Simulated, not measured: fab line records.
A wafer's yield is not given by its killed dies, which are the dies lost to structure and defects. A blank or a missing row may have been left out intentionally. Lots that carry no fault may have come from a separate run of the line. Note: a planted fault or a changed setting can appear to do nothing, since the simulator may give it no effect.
Which tool was responsible? / flow berkeley_cmos170 / 21 wafers from 7 lots sampled at 2 of the route's 331 steps

WHAT THE GAUGES READ, wafer by wafer
UCB170_SILICIDE_RS_MEAS_02: measurement is done with a four-point probe.
lot=L424; measured=day 8 21:59; on=film_metro-03; SILICIDE_TI_RS (ohm/sq)=26.1 26.5 26.0
lot=L423; measured=day 8 22:34; on=film_metro-01; SILICIDE_TI_RS (ohm/sq)=26.0 26.0 26.5
lot=L428; measured=day 9 21:35; on=film_metro-01; SILICIDE_TI_RS (ohm/sq)=26.0 25.6 25.6
lot=L432; measured=day 10 18:07; on=film_metro-02; SILICIDE_TI_RS (ohm/sq)=26.1 26.3 25.9
lot=L436; measured=day 11 08:58; on=film_metro-03; SILICIDE_TI_RS (ohm/sq)=25.8 25.8 25.8
lot=L437; measured=day 11 16:14; on=film_metro-03; SILICIDE_TI_RS (ohm/sq)=26.5 25.9 25.9
lot=L440; measured=day 11 23:55; on=film_metro-03; SILICIDE_TI_RS (ohm/sq)=26.0 25.5 26.0

WHICH TOOL RAN EACH LOT (tool, then ch and the chambers of the sampled wafers, then the start)
lot=L424; UCB170_PSD_PEB_04=litho_track-02 ch 0, day 8 17:08
lot=L423; UCB170_PSD_PEB_04=litho_track-02 ch 0, day 8 17:44
lot=L428; UCB170_PSD_PEB_04=litho_track-01 ch 0, day 9 13:56
lot=L432; UCB170_PSD_PEB_04=litho_track-04, day 10 10:35
lot=L436; UCB170_PSD_PEB_04=litho_track-04 ch 0, day 11 02:43
lot=L437; UCB170_PSD_PEB_04=litho_track-04 ch 0, day 11 11:33
lot=L440; UCB170_PSD_PEB_04=litho_track-02 ch 0, day 11 19:32
- UCB170_PSD_PEB_04

THE ANSWER, worked out from the rows above alone
Rule: the usual values come from the lots themselves. The widest of any qualifying gaps counts: lots, ordered by their means at a reading, are off when they make up no more than a third of the lots, leave a main group of 4 or more, and stand apart from it by 3 or more times the standard deviation of that group's means. If all means in a main group match to the digits the tables above print for the reading, that group is not used. A lot without any number at a reading at which 4 lots or more have one is off too. All remaining lots with rows at the step are treated as sound.
Nothing can be told from this: no lot is off at any reading shown.

WHAT THE SIMULATOR PUT IN
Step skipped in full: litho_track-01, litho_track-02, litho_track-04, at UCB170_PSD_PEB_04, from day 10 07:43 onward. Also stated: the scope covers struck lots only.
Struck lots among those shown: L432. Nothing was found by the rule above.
